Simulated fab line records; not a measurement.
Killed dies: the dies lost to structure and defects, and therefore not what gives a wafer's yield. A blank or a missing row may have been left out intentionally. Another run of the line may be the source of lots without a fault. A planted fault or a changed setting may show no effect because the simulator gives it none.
Which tool did it?    flow berkeley_cmos170    15 lots, 45 wafers sampled, at 5 steps of a route of 331

== WHAT EACH GAUGE READ, for each wafer ==
UCB170_PWELL_OVL_MEAS_13. Usual: PWELL_OVL gives -1 nm (standard deviation 6.2).
lot   measured     on          PWELL_OVL (nm)  flag
L980  day 3 05:39  overlay-01  -3 -8 -2        
L983  day 3 08:13  overlay-01  3 -2 5          
L985  day 4 02:31  overlay-02  -2 10 4         
L987  day 4 08:40  overlay-01  1 0 1           
L988  day 4 08:30  overlay-02  -12 -8 -13      
L989  day 4 21:08  overlay-01  3 -5 16         
L991  day 5 07:02  overlay-01  8 -3 4          
L992  day 5 06:58  overlay-02  10 16 2         
L993  day 5 10:45  overlay-01  3 0 5           
L996  day 6 11:04  overlay-02  -9 -3 -4        
L100  day 6 23:15  overlay-02  -14 -1 0        
L999  day 6 23:32  overlay-02  4 -1 -6         
L101  day 7 09:38  overlay-01  1 2 7           
L102  day 7 15:59  overlay-01  -10 -9 9        
L103  day 7 15:43  overlay-01  -1 -8 -2        

UCB170_WELLDRIVE_THK_MEAS_02. Usual: WELLDRIVE_OXIDE_THK gives 198.0 nm (standard deviation 2.7).
lot   measured     on             WELLDRIVE_OXIDE_THK (nm)  flag
L980  day 3 16:13  film_metro-04  199.7 202.7 202.2         
L983  day 3 22:16  film_metro-01  199.5 200.9 198.9         
L985  day 4 12:30  film_metro-04  198.3 199.3 194.8         
L987  day 4 20:47  film_metro-02  200.1 199.7 197.8         
L988  day 4 20:47  film_metro-04  198.2 194.2 198.2         
L989  day 5 06:34  film_metro-04  193.9 193.1 197.7         
L991  day 5 16:53  film_metro-04  198.7 201.5 201.4         
L992  day 5 16:55  film_metro-02  197.3 195.2 195.7         
L993  day 5 22:26  film_metro-01  198.3 198.8 200.8         
L996  day 7 02:40  film_metro-01  192.0 196.0 191.1         
L100  day 7 09:19  film_metro-04  200.3 200.6 198.3         
L999  day 7 14:01  film_metro-02  196.9 197.1 196.2         
L101  day 7 21:35  film_metro-04  198.7 195.8 195.9         
L102  day 8 02:45  film_metro-04  199.1 200.8 198.7         
L103  day 8 02:46  film_metro-02  196.8 199.4 198.9         

UCB170_ACTIVE_THK_MEAS_06. Usual: ACTIVE_NITRIDE_THK gives 219.0 nm (standard deviation 1.9).
lot   measured     on             ACTIVE_NITRIDE_THK (nm)  flag
L980  day 4 09:32  film_metro-03  216.9 220.1 218.6        
L983  day 4 11:41  film_metro-01  220.3 220.2 220.6        
L985  day 5 02:21  film_metro-03  219.5 219.2 219.8        
L987  day 5 10:10  film_metro-02  218.9 219.6 219.9        
L988  day 5 10:10  film_metro-01  218.9 218.1 217.9        
L989  day 5 19:07  film_metro-01  224.1 221.8 223.5        
L991  day 6 09:43  film_metro-01  435.8 441.8 441.7        OFF
L992  day 6 09:41  film_metro-03  444.5 443.8 442.8        OFF
L993  day 6 14:25  film_metro-02  442.5 439.5 437.9        OFF
L996  day 7 18:05  film_metro-03  218.2 217.3 217.7        
L100  day 8 03:04  film_metro-03  218.6 218.3 220.4        
L999  day 8 08:16  film_metro-03  221.2 222.0 221.4        
L101  day 8 18:23  film_metro-03  219.7 218.6 218.4        
L102  day 8 21:34  film_metro-03  217.4 214.6 216.9        
L103  day 8 21:35  film_metro-02  219.2 220.4 221.3        

== TOOL THAT RAN EACH LOT (tool first, then ch and the chambers of the sampled wafers, then the start) ==
lot   UCB170_NWELL_STRIP_15                UCB170_ACTIVE_CVD_05
L980  plasma_asher-04 ch 0,1, day 2 04:35  lpcvd-02 ch 1, day 4 07:35
L983  plasma_asher-01 ch 0,1, day 2 16:55  lpcvd-01 ch 1, day 4 09:46
L985  plasma_asher-02 ch 0,1, day 3 06:31  lpcvd-01 ch 1, day 5 00:26
L987  plasma_asher-04 ch 0,1, day 3 15:23  lpcvd-02 ch 1, day 5 08:14
L988  plasma_asher-02 ch 0,1, day 3 18:52  lpcvd-02 ch 0, day 5 08:14
L989  plasma_asher-01 ch 0,1, day 4 06:31  lpcvd-02 ch 0, day 5 17:11
L991  plasma_asher-01 ch 0,1, day 4 16:52  lpcvd-02 ch 1, day 6 04:43 and lpcvd-01 ch 1, day 6 07:45
L992  plasma_asher-04 ch 0,1, day 4 17:02  lpcvd-02 ch 1, day 6 04:43 and lpcvd-01 ch 1, day 6 07:45
L993  plasma_asher-02 ch 0,1, day 4 21:39  lpcvd-02 ch 1, day 6 10:21
L996  plasma_asher-04 ch 0, day 5 15:10    lpcvd-02 ch 0, day 7 16:07
L100  plasma_asher-01 ch 0,1, day 6 09:19  lpcvd-02 ch 0, day 8 00:11
L999  plasma_asher-04 ch 0,1, day 6 09:58  lpcvd-02 ch 0, day 8 05:23
L101  plasma_asher-02 ch 0,1, day 6 15:17  lpcvd-02 ch 0, day 8 16:28
L102  plasma_asher-02 ch 0,1, day 6 23:12  lpcvd-01 ch 1, day 8 19:39
L103  plasma_asher-01 ch 0,1, day 6 23:21  lpcvd-01 ch 0, day 8 19:39
- UCB170_NWELL_STRIP_15: strips in O2.
- UCB170_ACTIVE_CVD_05: deposits Si3N4 from SiH2Cl2/NH3, target thk 220 nm, time 3300 s.

== WHAT THE TOOLS THEMSELVES READ (means of the sampled wafers that have a number; where no wafer has one, the mark that the record gives instead) ==
UCB170_NWELL_STRIP_15. Usual: drypump_motor_current_A 5.7 A, standard deviation 0.55; oes_product_au 0.721 a.u., standard deviation 0.0048; strip_time_to_endpoint_s 18.04 s, standard deviation 0.091.
lot   tool             drypump_motor_current_A (A)  oes_product_au (a.u.)  strip_time_to_endpoint_s (s)  flag
L980  plasma_asher-04  6.4                          0.717                  18.04                         
L983  plasma_asher-01  5.5                          0.719                  18.17                         
L985  plasma_asher-02  5.4                          0.724                  17.99                         
L987  plasma_asher-04  6.4                          0.720                  17.98                         
L988  plasma_asher-02  5.4                          0.719                  18.03                         
L989  plasma_asher-01  5.5                          0.721                  17.97                         
L991  plasma_asher-01  5.5                          0.722                  18.08                         
L992  plasma_asher-04  6.4                          0.725                  18.09                         
L993  plasma_asher-02  5.4                          0.724                  18.12                         
L996  plasma_asher-04  6.4                          0.725                  18.03                         
L100  plasma_asher-01  5.5                          0.716                  17.95                         
L999  plasma_asher-04  6.3                          0.721                  17.99                         
L101  plasma_asher-02  5.3                          0.721                  17.96                         
L102  plasma_asher-02  5.5                          0.721                  17.95                         
L103  plasma_asher-01  5.2                          0.722                  18.10                         

UCB170_ACTIVE_CVD_05. Usual: pressure_mtorr 200.0 mTorr, standard deviation 0.41; susceptor_temp_C 800.0 C, standard deviation 0.34.
lot   tool               pressure_mtorr (mTorr)  susceptor_temp_C (C)  flag
L980  lpcvd-02           200.1                   800.0                 
L983  lpcvd-01           200.3                   800.1                 
L985  lpcvd-01           199.8                   799.8                 
L987  lpcvd-02           199.9                   800.7                 
L988  lpcvd-02           200.8                   799.7                 
L989  lpcvd-02           199.7                   800.2                 
L991  lpcvd-02/lpcvd-01  199.8                   799.9                 
L992  lpcvd-02/lpcvd-01  200.2                   800.1                 
L993  lpcvd-02           199.9                   800.1                 
L996  lpcvd-02           200.4                   799.8                 
L100  lpcvd-02           199.8                   800.0                 
L999  lpcvd-02           200.1                   800.0                 
L101  lpcvd-02           200.0                   800.0                 
L102  lpcvd-01           199.9                   800.1                 
L103  lpcvd-01           200.2                   799.5                 

== THE ANSWER, worked out from the rows above alone ==
Rule: a lot counts as off when the mean over its wafers that have a number is more than 3 standard deviations away from the usual mean. A lot without any number at a reading at which 4 lots or more have one is off too. The other lots that the step has rows for count as sound. First the gauges in route order, then the tools' own readings, where a lot's mean is used as printed above. At the first step where some lot is off, the reading lying furthest off is the one used; lots without a number count as furthest.
Off: L991, L992, L993, at UCB170_ACTIVE_THK_MEAS_06 (ACTIVE_NITRIDE_THK).
A tool fits if, at a process step before that reading, it ran every lot that is off, and no sound lot after the first of them. Gauges at UCB170_ACTIVE_THK_MEAS_06: tried the same way as those tools. No candidate that was tried fits.

== WHAT THE SIMULATOR PUT IN ==
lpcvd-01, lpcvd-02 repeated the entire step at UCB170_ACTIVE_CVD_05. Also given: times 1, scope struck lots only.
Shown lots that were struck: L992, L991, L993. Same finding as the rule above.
